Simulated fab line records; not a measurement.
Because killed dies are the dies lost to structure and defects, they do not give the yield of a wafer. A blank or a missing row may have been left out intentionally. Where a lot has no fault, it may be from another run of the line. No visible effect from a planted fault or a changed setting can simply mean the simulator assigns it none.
Which tool did it? || flow berkeleyCmos170 || 14 lots, 42 wafers sampled, at 5 steps of a route of 331

== WHAT THE GAUGES SHOWED, per wafer ==
UCB170_SDANNEAL_RS_MEAS_04: measures by four-point-probe.
{"lot": "L636", "measured": "day 6 17:22", "on": "filmMetro-03", "PLDD_RS (ohm/sq)": "1032.9 1031.2 1031.0"}
{"lot": "L637", "measured": "day 6 22:22", "on": "filmMetro-02", "PLDD_RS (ohm/sq)": "1032.2 1029.3 1032.7"}
{"lot": "L640", "measured": "day 7 21:32", "on": "filmMetro-01", "PLDD_RS (ohm/sq)": "1093.9 1092.7 1094.5"}
{"lot": "L642", "measured": "day 7 21:25", "on": "filmMetro-02", "PLDD_RS (ohm/sq)": "1099.2 1095.5 1098.0"}
{"lot": "L643", "measured": "day 8 03:23", "on": "filmMetro-03", "PLDD_RS (ohm/sq)": "1030.0 1033.3 1033.0"}
{"lot": "L646", "measured": "day 9 02:56", "on": "filmMetro-02", "PLDD_RS (ohm/sq)": "1037.5 1032.7 1033.5"}
{"lot": "L648", "measured": "day 9 02:11", "on": "filmMetro-02", "PLDD_RS (ohm/sq)": "1030.3 1029.6 1032.1"}
{"lot": "L649", "measured": "day 9 12:44", "on": "filmMetro-03", "PLDD_RS (ohm/sq)": "1029.8 1032.9 1032.4"}
{"lot": "L650", "measured": "day 10 00:39", "on": "filmMetro-02", "PLDD_RS (ohm/sq)": "1033.3 1029.4 1029.7"}
{"lot": "L652", "measured": "day 10 01:22", "on": "filmMetro-03", "PLDD_RS (ohm/sq)": "1033.0 1035.6 1033.8"}
{"lot": "L653", "measured": "day 10 07:38", "on": "filmMetro-03", "PLDD_RS (ohm/sq)": "1028.6 1033.3 1031.4"}
{"lot": "L654", "measured": "day 10 07:11", "on": "filmMetro-01", "PLDD_RS (ohm/sq)": "1031.9 1030.3 1032.5"}
{"lot": "L655", "measured": "day 10 19:53", "on": "filmMetro-01", "PLDD_RS (ohm/sq)": "1028.3 1029.1 1027.5"}
{"lot": "L659", "measured": "day 11 17:40", "on": "filmMetro-01", "PLDD_RS (ohm/sq)": "1030.7 1033.1 1031.2"}

UCB170_SDANNEAL_RS_MEAS_05: measures by four-point-probe.
{"lot": "L636", "measured": "day 6 17:29", "on": "filmMetro-03", "NLDD_RS (ohm/sq)": "615.7 616.2 617.3"}
{"lot": "L637", "measured": "day 6 22:29", "on": "filmMetro-02", "NLDD_RS (ohm/sq)": "615.3 614.0 615.6"}
{"lot": "L640", "measured": "day 7 21:40", "on": "filmMetro-01", "NLDD_RS (ohm/sq)": "625.7 623.9 626.4"}
{"lot": "L642", "measured": "day 7 21:32", "on": "filmMetro-02", "NLDD_RS (ohm/sq)": "624.1 623.2 622.2"}
{"lot": "L643", "measured": "day 8 03:30", "on": "filmMetro-03", "NLDD_RS (ohm/sq)": "616.4 616.5 617.2"}
{"lot": "L646", "measured": "day 9 03:03", "on": "filmMetro-02", "NLDD_RS (ohm/sq)": "613.0 614.7 615.0"}
{"lot": "L648", "measured": "day 9 02:19", "on": "filmMetro-02", "NLDD_RS (ohm/sq)": "615.3 615.6 616.1"}
{"lot": "L649", "measured": "day 9 12:51", "on": "filmMetro-03", "NLDD_RS (ohm/sq)": "615.6 616.8 614.8"}
{"lot": "L650", "measured": "day 10 00:46", "on": "filmMetro-02", "NLDD_RS (ohm/sq)": "617.6 615.8 617.4"}
{"lot": "L652", "measured": "day 10 01:29", "on": "filmMetro-03", "NLDD_RS (ohm/sq)": "615.8 615.6 615.2"}
{"lot": "L653", "measured": "day 10 07:45", "on": "filmMetro-03", "NLDD_RS (ohm/sq)": "617.1 616.0 614.9"}
{"lot": "L654", "measured": "day 10 07:18", "on": "filmMetro-01", "NLDD_RS (ohm/sq)": "617.2 615.8 614.9"}
{"lot": "L655", "measured": "day 10 20:01", "on": "filmMetro-01", "NLDD_RS (ohm/sq)": "618.8 617.8 618.5"}
{"lot": "L659", "measured": "day 11 17:47", "on": "filmMetro-01", "NLDD_RS (ohm/sq)": "616.6 616.7 618.9"}

UCB170_CONTACT_CD_MEAS_15 targets a cd of 700 nm.
{"lot": "L636", "measured": "day 6 21:38", "on": "cdSem-01", "cdNm (nm)": "699.5 698.0 700.0"}
{"lot": "L637", "measured": "day 7 02:38", "on": "cdSem-01", "cdNm (nm)": "699.3 699.4 701.4"}
{"lot": "L640", "measured": "day 8 02:11", "on": "cdSem-02", "cdNm (nm)": "700.0 699.8 699.1"}
{"lot": "L642", "measured": "day 8 01:44", "on": "cdSem-01", "cdNm (nm)": "698.7 698.0 699.3"}
{"lot": "L643", "measured": "day 8 10:28", "on": "cdSem-02", "cdNm (nm)": "698.4 698.9 697.7"}
{"lot": "L646", "measured": "day 9 10:06", "on": "cdSem-02", "cdNm (nm)": "698.7 700.7 700.6"}
{"lot": "L648", "measured": "day 9 07:16", "on": "cdSem-01", "cdNm (nm)": "701.5 701.7 699.7"}
{"lot": "L649", "measured": "day 9 18:36", "on": "cdSem-01", "cdNm (nm)": "698.8 698.7 698.9"}
{"lot": "L650", "measured": "day 10 05:39", "on": "cdSem-01", "cdNm (nm)": "698.9 699.8 699.5"}
{"lot": "L652", "measured": "day 10 08:58", "on": "cdSem-02", "cdNm (nm)": "701.0 701.3 701.8"}
{"lot": "L653", "measured": "day 10 13:07", "on": "cdSem-02", "cdNm (nm)": "701.0 701.1 700.9"}
{"lot": "L654", "measured": "day 10 12:58", "on": "cdSem-01", "cdNm (nm)": "699.1 699.9 698.5"}
{"lot": "L655", "measured": "day 11 01:34", "on": "cdSem-01", "cdNm (nm)": "699.1 698.6 698.6"}
{"lot": "L659", "measured": "day 11 22:34", "on": "cdSem-02", "cdNm (nm)": "698.3 698.2 698.3"}

== EACH LOT AND THE TOOL THAT RAN IT (in order: tool; ch and the chambers of the sampled wafers; start) ==
{"lot": "L636", "UCB170_SPACER_ANNEAL_02": "furnace-01 ch 0, day 6 08:54", "UCB170_SPACER_ETCHBACK_03": "rieDiel-01 ch 1,2,3, day 6 10:24"}
{"lot": "L637", "UCB170_SPACER_ANNEAL_02": "furnace-01 ch 0, day 6 16:10", "UCB170_SPACER_ETCHBACK_03": "rieDiel-02 ch 0,1,2, day 6 17:40"}
{"lot": "L640", "UCB170_SPACER_ANNEAL_02": "furnace-01 ch 0, day 7 14:22", "UCB170_SPACER_ETCHBACK_03": "rieDiel-04 ch 1,3, day 7 15:52"}
{"lot": "L642", "UCB170_SPACER_ANNEAL_02": "furnace-01 ch 0, day 7 14:22", "UCB170_SPACER_ETCHBACK_03": "rieDiel-01 ch 0,1,3, day 7 15:52"}
{"lot": "L643", "UCB170_SPACER_ANNEAL_02": "furnace-02 ch 0, day 7 20:11", "UCB170_SPACER_ETCHBACK_03": "rieDiel-02 ch 2,3, day 7 21:41"}
{"lot": "L646", "UCB170_SPACER_ANNEAL_02": "furnace-03 ch 0, day 8 19:58", "UCB170_SPACER_ETCHBACK_03": "rieDiel-02 ch 0,1, day 8 21:28"}
{"lot": "L648", "UCB170_SPACER_ANNEAL_02": "furnace-03 ch 0, day 8 19:58", "UCB170_SPACER_ETCHBACK_03": "rieDiel-04 ch 2,3, day 8 21:28"}
{"lot": "L649", "UCB170_SPACER_ANNEAL_02": "furnace-02 ch 0, day 9 03:13", "UCB170_SPACER_ETCHBACK_03": "rieDiel-01 ch 1,2,3, day 9 04:43"}
{"lot": "L650", "UCB170_SPACER_ANNEAL_02": "furnace-03 ch 0, day 9 18:17", "UCB170_SPACER_ETCHBACK_03": "rieDiel-01 ch 0,3, day 9 19:47"}
{"lot": "L652", "UCB170_SPACER_ANNEAL_02": "furnace-03 ch 0, day 9 18:17", "UCB170_SPACER_ETCHBACK_03": "rieDiel-02 ch 0,1,3, day 9 19:47"}
{"lot": "L653", "UCB170_SPACER_ANNEAL_02": "furnace-03 ch 0, day 9 23:58", "UCB170_SPACER_ETCHBACK_03": "rieDiel-04 ch 0,2,3, day 10 01:28"}
{"lot": "L654", "UCB170_SPACER_ANNEAL_02": "furnace-03 ch 0, day 9 23:58", "UCB170_SPACER_ETCHBACK_03": "rieDiel-02 ch 2,3, day 10 01:28"}
{"lot": "L655", "UCB170_SPACER_ANNEAL_02": "furnace-03 ch 0, day 10 12:44", "UCB170_SPACER_ETCHBACK_03": "rieDiel-02 ch 1,2, day 10 14:14"}
{"lot": "L659", "UCB170_SPACER_ANNEAL_02": "furnace-02 ch 0, day 11 08:58", "UCB170_SPACER_ETCHBACK_03": "rieDiel-04 ch 0,1,2, day 11 10:31"}
- UCB170_SPACER_ANNEAL_02: time 1800 s.
- UCB170_SPACER_ETCHBACK_03: etches SiO2 in CHF3/CF4/Ar, stops on Si, target depth 376 nm, time 100 s.

== AS READ BY THE TOOLS THEMSELVES (means over the sampled wafers that have a number; for cases with no such wafer, the mark the record gives instead) ==
UCB170_SPACER_ANNEAL_02.
{"lot": "L636", "tool": "furnace-01", "zonePowerLoadPct (%)": 26.1}
{"lot": "L637", "tool": "furnace-01", "zonePowerLoadPct (%)": 26.0}
{"lot": "L640", "tool": "furnace-01", "zonePowerLoadPct (%)": 26.3}
{"lot": "L642", "tool": "furnace-01", "zonePowerLoadPct (%)": 26.1}
{"lot": "L643", "tool": "furnace-02", "zonePowerLoadPct (%)": 32.1}
{"lot": "L646", "tool": "furnace-03", "zonePowerLoadPct (%)": 25.0}
{"lot": "L648", "tool": "furnace-03", "zonePowerLoadPct (%)": 25.0}
{"lot": "L649", "tool": "furnace-02", "zonePowerLoadPct (%)": 32.1}
{"lot": "L650", "tool": "furnace-03", "zonePowerLoadPct (%)": 25.0}
{"lot": "L652", "tool": "furnace-03", "zonePowerLoadPct (%)": 24.9}
{"lot": "L653", "tool": "furnace-03", "zonePowerLoadPct (%)": 25.0}
{"lot": "L654", "tool": "furnace-03", "zonePowerLoadPct (%)": 25.3}
{"lot": "L655", "tool": "furnace-03", "zonePowerLoadPct (%)": 25.0}
{"lot": "L659", "tool": "furnace-02", "zonePowerLoadPct (%)": 32.2}

UCB170_SPACER_ETCHBACK_03.
{"lot": "L636", "tool": "rieDiel-01", "drypumpMotorCurrentA (A)": 5.6, "oesProductAu (a.u.)": 0.896, "throttleValvePct (%)": 6.53}
{"lot": "L637", "tool": "rieDiel-02", "drypumpMotorCurrentA (A)": 5.4, "oesProductAu (a.u.)": 0.910, "throttleValvePct (%)": 6.51}
{"lot": "L640", "tool": "rieDiel-04", "drypumpMotorCurrentA (A)": 5.5, "oesProductAu (a.u.)": 0.901, "throttleValvePct (%)": 6.33}
{"lot": "L642", "tool": "rieDiel-01", "drypumpMotorCurrentA (A)": 5.6, "oesProductAu (a.u.)": 0.920, "throttleValvePct (%)": 6.52}
{"lot": "L643", "tool": "rieDiel-02", "drypumpMotorCurrentA (A)": 5.4, "oesProductAu (a.u.)": 0.909, "throttleValvePct (%)": 6.57}
{"lot": "L646", "tool": "rieDiel-02", "drypumpMotorCurrentA (A)": 5.4, "oesProductAu (a.u.)": 0.900, "throttleValvePct (%)": 6.47}
{"lot": "L648", "tool": "rieDiel-04", "drypumpMotorCurrentA (A)": 5.9, "oesProductAu (a.u.)": 0.908, "throttleValvePct (%)": 6.49}
{"lot": "L649", "tool": "rieDiel-01", "drypumpMotorCurrentA (A)": 5.6, "oesProductAu (a.u.)": 0.891, "throttleValvePct (%)": 6.54}
{"lot": "L650", "tool": "rieDiel-01", "drypumpMotorCurrentA (A)": 5.9, "oesProductAu (a.u.)": 0.901, "throttleValvePct (%)": 6.50}
{"lot": "L652", "tool": "rieDiel-02", "drypumpMotorCurrentA (A)": 5.6, "oesProductAu (a.u.)": 0.882, "throttleValvePct (%)": 6.49}
{"lot": "L653", "tool": "rieDiel-04", "drypumpMotorCurrentA (A)": 6.0, "oesProductAu (a.u.)": 0.892, "throttleValvePct (%)": 6.44}
{"lot": "L654", "tool": "rieDiel-02", "drypumpMotorCurrentA (A)": 5.6, "oesProductAu (a.u.)": 0.906, "throttleValvePct (%)": 6.56}
{"lot": "L655", "tool": "rieDiel-02", "drypumpMotorCurrentA (A)": 5.2, "oesProductAu (a.u.)": 0.906, "throttleValvePct (%)": 6.50}
{"lot": "L659", "tool": "rieDiel-04", "drypumpMotorCurrentA (A)": 5.7, "oesProductAu (a.u.)": 0.911, "throttleValvePct (%)": 6.38}

== THE ANSWER, worked out from the rows above alone ==
Rule: the lots themselves supply what counts as usual. Put in order of their means at a reading, lots are off if they are a third of the lots or fewer, leave a main group of 4 or more, and stand apart from it by a gap of 3 or more times the standard deviation of the main group's means; of several such gaps the widest counts. A main group whose means are all the same, to the digits that the tables above print for the reading, isn't used. A lot without any number at a reading at which 4 lots or more have one is off too. All remaining lots with rows at the step are treated as sound. Order of review: gauges by route order, followed by the tools' own readings, for which a lot's mean as printed above is used. The first step at which some lot is off is used, and at that step the reading that is off furthest; a lot without a number counts as furthest.
Off: L640, L642, seen at UCB170_SDANNEAL_RS_MEAS_04 (PLDD_RS). The main group has a mean of 1031.6 ohm/sq with a standard deviation of 1.5.
A tool fits if, at a process step before that reading, it ran every lot that is off, and no sound lot after the first of them. Those tools and the gauges at UCB170_SDANNEAL_RS_MEAS_04 are tried in the same way. One fits: UCB170_SPACER_ANNEAL_02 on furnace-01. A fault onset in the window from L637 (day 6 16:10, its last sound lot) to L640 (day 7 14:22, its first lot off) fits.

== WHAT HAD BEEN PUT IN BY THE SIMULATOR ==
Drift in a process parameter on furnace-01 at UCB170_SPACER_ANNEAL_02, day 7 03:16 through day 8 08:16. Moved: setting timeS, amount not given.
Struck lots among those shown: L642, L640. This agrees with what the rule above found.
